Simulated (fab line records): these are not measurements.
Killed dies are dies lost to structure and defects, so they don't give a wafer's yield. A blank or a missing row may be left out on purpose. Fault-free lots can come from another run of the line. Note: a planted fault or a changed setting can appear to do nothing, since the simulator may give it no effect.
Comparing a struck lot with a sound one	flow rit cmos	44 out of 202 route steps
Sound: the wafers L432.1, L432.2, L432.4. Struck: wafers L436.1, L436.2, L436.5. The cause comes at the end.
At each step with rows: each side's tool, then ch and its chambers, then its first start. Under that, the readings that differ: sound wafers	struck wafers	difference of the means	sigmas: that difference in standard deviations of wafers without a fault.
alike: words and numbers the same on both sides, and readings whose means are apart by under 2 such deviations; not compared: readings that were withheld, readings missing a value for some wafer, numbers with overlapping values and no deviation given by the record, and bounds like >300 which may hide the same value.
Wherever a step has rows on one side only, a row that says differs or no value, or a row with sigmas, the two part there. Numbers that have no deviation but don't overlap get no sigmas and don't part them. Lack of a reading on every wafer of one side parts them only where that side has two or more wafers.

first, 3 steps without rows for these wafers: RIT_REOX_CLEAN_01 (cleans in dHF, time 30 s); RIT_REOX_CLEAN_02 (cleans in SC2, time 600 s); RIT_REOX_OXIDATION_03 (target thk 25.2 nm, ox time 5580 s).
RIT_REOX_THK_MEAS_04:
  struck on film metro-03, day 3 17:43; sound on film metro-02, day 2 20:49
reading	sound	struck	difference	sigmas
REOX_OXIDE_THK (nm)	25.1 25.4 24.8	26.1 26.2 26.2	+1.1	+3
then, 6 steps without rows for these wafers: RIT_NLDD_HMDS_00 (prime time 60 s); RIT_NLDD_COAT_01 (resist thk 1000 nm); RIT_NLDD_SOFTBAKE_02 (time 60 s); RIT_NLDD_EXPOSE_03 (exposes mask M7, target cd 40700 nm); RIT_NLDD_PEB_04; RIT_NLDD_DEVELOP_05 (develop time 50 s).
RIT_NLDD_OVL_MEAS_06:
  struck on overlay-02, day 3 18:46; sound on overlay-01, day 2 21:50
  alike: NLDD_OVL
then, 1 step without rows for these wafers: RIT_NLDD_HARDBAKE_07 (time 60 s).
RIT_NLDD_IMPLANT_08:
  sound on implanter-04 ch 0, day 2 22:02; struck on implanter-04 ch 0, day 3 19:16
  alike: end station pressure torr, faraday current uA
RIT_NLDD_STRIP_09: strips in O2, time 180 s.
  sound on plasma asher-04 ch 0,1, day 2 22:11; struck on plasma asher-03 ch 0,1, day 3 19:25
  alike: chamber pressure mTorr, drypump motor current A
  not compared: rf hours counter h
RIT_NLDD_TW_MEAS_10:
  struck on film metro-01, day 3 19:40; sound on film metro-01, day 2 22:21
reading	sound	struck	difference	sigmas
NLDD_TW	2468 2469 2482	2880 2896 2891	+416	+30
then, 6 steps without rows for these wafers: RIT_PLDD_HMDS_00 (prime time 60 s); RIT_PLDD_COAT_01 (resist thk 1000 nm); RIT_PLDD_SOFTBAKE_02 (time 60 s); RIT_PLDD_EXPOSE_03 (exposes mask M8, target cd 40900 nm); RIT_PLDD_PEB_04; RIT_PLDD_DEVELOP_05 (develop time 50 s).
RIT_PLDD_OVL_MEAS_06:
  struck on overlay-02, day 3 20:53; sound on overlay-01, day 2 23:19
  alike: PLDD_OVL
then, 2 steps without rows for these wafers: RIT_PLDD_HARDBAKE_07 (time 60 s); RIT_PLDD_IMPLANT_08.
RIT_PLDD_STRIP_09: strips in O2, time 180 s.
  sound on plasma asher-04 ch 0,1, day 2 23:41; struck on plasma asher-02 ch 0,1, day 3 21:20
  alike: chamber pressure mTorr, drypump motor current A
  not compared: rf hours counter h
RIT_PLDD_TW_MEAS_10:
  struck on film metro-01, day 3 21:31; sound on film metro-03, day 2 23:52
reading	sound	struck	difference	sigmas
PLDD_TW	2372 2372 2366	2319 2300 2313	-59	-3
then, 4 steps without rows for these wafers: RIT_SPACER_CLEAN_00 (cleans in SC1, time 600 s); RIT_SPACER_CLEAN_01 (cleans in dHF, time 30 s); RIT_SPACER_CLEAN_02 (cleans in SC2, time 600 s); RIT_SPACER_CVD_03 (deposits Si3N4 from SiH2Cl2/NH3, target thk 250 nm, time 3300 s).
RIT_SPACER_THK_MEAS_04:
  struck on film metro-03, day 4 01:32; sound on film metro-04, day 3 02:13
  alike: SPACER_NITRIDE_THK
RIT_SPACER_ETCHBACK_05: etches Si3N4 in SF6/CHF3, stops on SiO2, target depth 250 nm, time 240 s.
  sound on rie diel-02 ch 1,2, day 3 02:16; struck on rie diel-03 ch 1,2, day 4 01:35
  alike: chamber pressure mTorr, drypump motor current A, oes product au, throttle valve pct
  not compared: rf hours counter h
then, 6 steps without rows for these wafers: RIT_NSD_HMDS_00 (prime time 60 s); RIT_NSD_COAT_01 (resist thk 1000 nm); RIT_NSD_SOFTBAKE_02 (time 60 s); RIT_NSD_EXPOSE_03 (exposes mask M9, target cd 40700 nm); RIT_NSD_PEB_04; RIT_NSD_DEVELOP_05 (develop time 50 s).
RIT_NSD_OVL_MEAS_06:
  struck on overlay-01, day 4 02:44; sound on overlay-01, day 3 03:16
  alike: NSD_OVL
then, 2 steps without rows for these wafers: RIT_NSD_HARDBAKE_07 (time 60 s); RIT_NSD_IMPLANT_08.
RIT_NSD_STRIP_09: strips in O2, time 180 s.
  sound on plasma asher-01 ch 0,1, day 3 03:38; struck on plasma asher-02 ch 0,1, day 4 03:04
  alike: chamber pressure mTorr, drypump motor current A
  not compared: rf hours counter h
RIT_SDANNEAL_RS_MEAS_07: the measuring method here is four-point-probe.
  struck on film metro-03, day 4 06:50; sound on film metro-03, day 3 06:12
reading	sound	struck	difference	sigmas
NLDD_RS (ohm/sq)	151.4 152.0 152.2	86.4 86.5 86.4	-65.4	-99 or more
RIT_M1_PROBE_99:
  struck on prober-01, day 4 15:28; sound on prober-01, day 3 13:23
  alike: killed at contacts, killed at front end, killed dies, killed open, killed short

## WHERE THEY PART
Earliest at RIT_REOX_THK_MEAS_04; latest, in this record, at RIT_SDANNEAL_RS_MEAS_07. Later steps at which nothing parts them and some readings are alike: RIT_M1_PROBE_99.

WHY: what had been put in by the simulator
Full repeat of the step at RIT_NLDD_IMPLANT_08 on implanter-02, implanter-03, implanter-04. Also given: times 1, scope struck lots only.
